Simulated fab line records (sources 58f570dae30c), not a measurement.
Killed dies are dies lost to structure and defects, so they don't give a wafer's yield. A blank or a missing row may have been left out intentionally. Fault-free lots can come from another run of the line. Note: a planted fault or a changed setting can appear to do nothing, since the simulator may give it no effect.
fab line records    flow berkeley-cmos170
record: lots: 6  wafers: 18  last-day: 11
route steps=331 shown PLDD@151 NLDD@158
lots that met no fault: taken from a fault-free run of the same line
start-h: start of the lot's first displayed wafer, in hours after the record's first day    wait-h: hours from the lot's prior step to this one    " identical to the entry in the row above    L1.1+2: several wafers, shown together as one row    - value missing, or start not given    * or withheld: withheld    < > ~ a bound
route shown NAME@n: NAME is a module with steps in the file, n the number in the route of the first one    usual: mean/standard deviation of fault-free wafers    same: alike in all rows    chamber/n: place in a boat    sites: per-site readings    _std_site: their standard deviation    _edge_site: inner sites' mean taken away from outer sites' mean    radius-mm: for every site, how far away it sits from the centre of the wafer    mask NAME#n: copy n    behind: the tool/chamber that last shaped the wafer    hold: cause of the lot's hold/its duration in hours/its outcome    device: the transistor (n, p or np) that didn't switch    end of line: tests of these same wafers at the route's end    for a step that has no rows: nothing shown but its recipe    killed: at the first sort, the dies lost to defects and structure; wafer yield is something else    map: shows each die of a wafer: x if killed, . if not, _ if none is there
set.NAME: the setting that was run; set.NAME@STEP: the one run at that earlier step    model.NAME: the simulator's own value behind a step, which no gauge read
a table for each step, a row for each wafer; lots at some steps of the route
== steps ==
step: UCB170_PLDD_CD_MEAS_06
recipe: target-cd-nm: 1200
usual: cd-nm: 1200.3/1.3
lot.wafer  tool       chamber  start-h  wait-h  cd-nm
L625.2     cd-sem-02  -        126.16   -       1198.5
L625.3     "          -        "        "       1199.3
L625.5     "          -        "        "       1200.1
L629.1     cd-sem-01  -        151.78   -       1200.7
L629.2     "          -        "        "       1199.9
L629.4     "          -        "        "       1200.3
L635.1     cd-sem-01  -        189.86   -       1199.0
L635.3     "          -        "        "       1197.9
L635.4     "          -        "        "       1197.8
L637.1     cd-sem-01  -        189.98   -       1199.3
L637.2     "          -        "        "       1201.6
L637.4     "          -        "        "       1199.8
L647.2     cd-sem-02  -        227.16   -       1200.7
L647.4     "          -        "        "       1200.9
L647.6     "          -        "        "       1201.4
L648.2     cd-sem-01  -        229.30   -       1200.3
L648.3     "          -        "        "       1201.5
L648.6     "          -        "        "       1201.3
step: UCB170_PLDD_OVL_MEAS_07
usual: PLDD_OVL: 2/6.2
lot.wafer  tool        chamber  start-h  wait-h  PLDD_OVL[nm]
L625.2     overlay-01  -        126.26   0.1     6
L625.3     "           -        "        "       13
L625.5     "           -        "        "       9
L629.1     overlay-02  -        151.90   0.1     -4
L629.2     "           -        "        "       0
L629.4     "           -        "        "       2
L635.1     overlay-02  -        189.98   0.1     5
L635.3     "           -        "        "       3
L635.4     "           -        "        "       -7
L637.1     overlay-01  -        190.10   0.1     10
L637.2     "           -        "        "       6
L637.4     "           -        "        "       10
L647.2     overlay-02  -        227.27   0.1     12
L647.4     "           -        "        "       10
L647.6     "           -        "        "       12
L648.2     overlay-02  -        229.41   0.1     10
L648.3     "           -        "        "       4
L648.6     "           -        "        "       10
step: UCB170_PLDD_IMPLANT_08
recipe: species: BF2  dose-cm2: 5e+13  energy-kev: 10  tilt-deg: 7  rotation-deg: 0
step: UCB170_PLDD_IMPLANT_09
recipe: species: BF2  dose-cm2: 5e+13  energy-kev: 10  tilt-deg: 7  rotation-deg: 180
step: UCB170_PLDD_STRIP_10
recipe: chemistry: O2  power-w: 400  pressure-mtorr: 3500  platen-temp-c: withheld  o2-flow-sccm: 400  overash-fraction: 0.5
usual: chamber-pressure-mTorr: 3500/3.2  drypump-motor-current-A: 5.8/0.54  oes-product-au: 0.734/0.0047  strip-time-to-endpoint-s: 21.67/0.076
lot.wafer  tool             chamber  start-h  wait-h  chamber-pressure-mTorr  drypump-motor-current-A  oes-product-au  rf-hours-counter-h  strip-time-to-endpoint-s
L625.2     plasma-asher-03  0        126.59   0.1     3495                    5.2                      0.734           33                  21.85
L625.3     "                0        "        "       3502                    5.2                      0.736           -                   21.88
L625.5     "                1        "        "       3500                    5.6                      0.734           -                   21.92
L629.1     plasma-asher-01  0        152.23   0.1     3499                    5.4                      0.744           46                  21.69
L629.2     "                1        "        "       3500                    6.8                      0.727           46                  21.66
L629.4     "                1        "        "       3496                    6.8                      0.739           -                   21.66
L635.1     plasma-asher-03  0        190.32   0.1     3501                    5.2                      0.738           40                  21.80
L635.3     "                0        "        "       3501                    5.2                      0.734           -                   21.67
L635.4     "                1        "        "       3501                    5.6                      0.729           -                   21.76
L637.1     plasma-asher-02  1        190.44   0.1     3500                    5.9                      0.736           49                  21.57
L637.2     "                0        "        "       3501                    6.2                      0.734           49                  21.59
L637.4     "                0        "        "       3497                    6.2                      0.733           -                   21.52
L647.2     plasma-asher-03  1        227.60   0.1     3498                    5.6                      0.737           45                  21.57
L647.4     "                1        "        "       3500                    5.6                      0.738           -                   21.63
L647.6     "                1        "        "       3497                    5.6                      0.729           -                   21.58
L648.2     plasma-asher-03  1        229.74   0.1     3499                    5.6                      0.742           45                  21.65
L648.3     "                1        "        "       3499                    5.6                      0.743           -                   21.68
L648.6     "                0        "        "       3500                    5.1                      0.732           -                   21.68
step: UCB170_PLDD_TW_MEAS_11
usual: PLDD_TW: 1007/5.4
lot.wafer  tool           chamber  start-h  wait-h  PLDD_TW
L625.2     film-metro-01  -        126.70   0.1     1008
L625.3     "              -        "        "       1017
L625.5     "              -        "        "       1011
L629.1     film-metro-02  -        152.33   0.1     1010
L629.2     "              -        "        "       1002
L629.4     "              -        "        "       1012
L635.1     film-metro-01  -        190.42   0.1     1003
L635.3     "              -        "        "       1006
L635.4     "              -        "        "       1000
L637.1     film-metro-03  -        190.54   0.1     999
L637.2     "              -        "        "       1002
L637.4     "              -        "        "       1000
L647.2     film-metro-01  -        227.71   0.1     1001
L647.4     "              -        "        "       1005
L647.6     "              -        "        "       1004
L648.2     film-metro-03  -        229.85   0.1     1002
L648.3     "              -        "        "       1005
L648.6     "              -        "        "       1005
step: UCB170_PLDD_CLEAN_12
recipe: chemistry: SPM  temp-c: 120  time-s: 600
step: UCB170_NLDD_HMDS_00
recipe: prime-time-s: 60  prime-temp-c: 100
step: UCB170_NLDD_COAT_01
recipe: resist: KrF  spin-rpm: 1500  resist-thk-nm: 900
step: UCB170_NLDD_SOFTBAKE_02
recipe: resist: KrF  temp-c: 130  time-s: 60
step: UCB170_NLDD_EXPOSE_03
recipe: mask-id: NSELECT  na: 0.5  sigma-outer: 0.6  source-shape: conventional  target-cd-nm: 1200  dose-mj: 30
step: UCB170_NLDD_PEB_04
recipe: peb-temp-c: 130  peb-time-s: withheld  resist: KrF
step: UCB170_NLDD_DEVELOP_05
recipe: developer: TMAH  develop-time-s: 45  resist: KrF  dev-temp-c: 21
usual: chill-plate-temp-C: 22.98/0.1  develop-time-s: 45/0
lot.wafer  tool            chamber  start-h  wait-h  chill-plate-temp-C  develop-time-s  model.KrF_of_NLDD_COAT_01.thk-nm
L625.2     litho-track-03  0        128      -       23.12               45              883.7
L625.3     "               0        "        "       23.08               45              885.9
L625.5     "               0        "        "       23.16               45              886.2
L629.1     litho-track-02  0        153      -       22.98               45              886.7
L629.2     "               0        "        "       23.03               45              884.3
L629.4     "               0        "        "       22.81               45              886.3
L635.1     litho-track-01  -        192      -       -                   -               902.6
L635.3     "               -        "        "       -                   -               902.5
L635.4     "               -        "        "       -                   -               901.9
L637.1     litho-track-03  -        192      -       -                   -               895.6
L637.2     "               -        "        "       -                   -               894.1
L637.4     "               -        "        "       -                   -               896.7
L647.2     litho-track-02  0        231      -       22.96               45              885
L647.4     "               0        "        "       22.98               45              887.6
L647.6     "               0        "        "       23.00               45              888.3
L648.2     litho-track-02  0        231      -       23.02               45              881.1
L648.3     "               0        "        "       23.02               45              882.4
L648.6     "               0        "        "       22.76               45              883.4
step: UCB170_NLDD_CD_MEAS_06
recipe: target-cd-nm: 1200
usual: cd-nm: 1200.0/1.2
lot.wafer  tool       chamber  start-h  wait-h  cd-nm
L625.2     cd-sem-01  -        128.40   -       1201.0
L625.3     "          -        "        "       1200.5
L625.5     "          -        "        "       1199.0
L629.1     cd-sem-02  -        153.64   -       1202.9
L629.2     "          -        "        "       1202.5
L629.4     "          -        "        "       1201.9
L635.1     cd-sem-02  -        192.94   -       -
L635.3     "          -        "        "       -
L635.4     "          -        "        "       -
L637.1     cd-sem-01  -        192.95   -       -
L637.2     "          -        "        "       -
L637.4     "          -        "        "       -
L647.2     cd-sem-01  -        231.24   -       1200.6
L647.4     "          -        "        "       1198.8
L647.6     "          -        "        "       1200.7
L648.2     cd-sem-02  -        231.84   -       1200.1
L648.3     "          -        "        "       1198.4
L648.6     "          -        "        "       1199.7
== key ==
first-sign: step: UCB170_NLDD_DEVELOP_05  reading: tool-record  direction: missing
effect none on later readings
model-effect: step: UCB170_NLDD_DEVELOP_05  value: KrF_of_NLDD_COAT_01.thk-nm  without: 884.7  struck: 898.9
met-at UCB170_NLDD_DEVELOP_05
struck-wafers L635.1,L635.3,L635.4,L637.1,L637.2,L637.4
sort-left-out L635.1,L635.3,L635.4,L637.1,L637.2,L637.4
tester-left-out L635,L637
fault: kind: skipped-step-whole  tool: litho-track-01,litho-track-03  chamber: -  onset-h: 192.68  steps: UCB170_NLDD_DEVELOP_05  scope: struck-lots-only
tester-left-out: of these lots the tester's yield and bins aren't shown, on N5 and GAA mostly nor the transistor test; their killed dies are dies lost to structure and defects alone, not to doping, threshold or leakage, so they don't give the yield
sort-left-out: the simulated sort isn't trusted on such a fault, so these wafers' sort isn't shown, and their yield isn't known
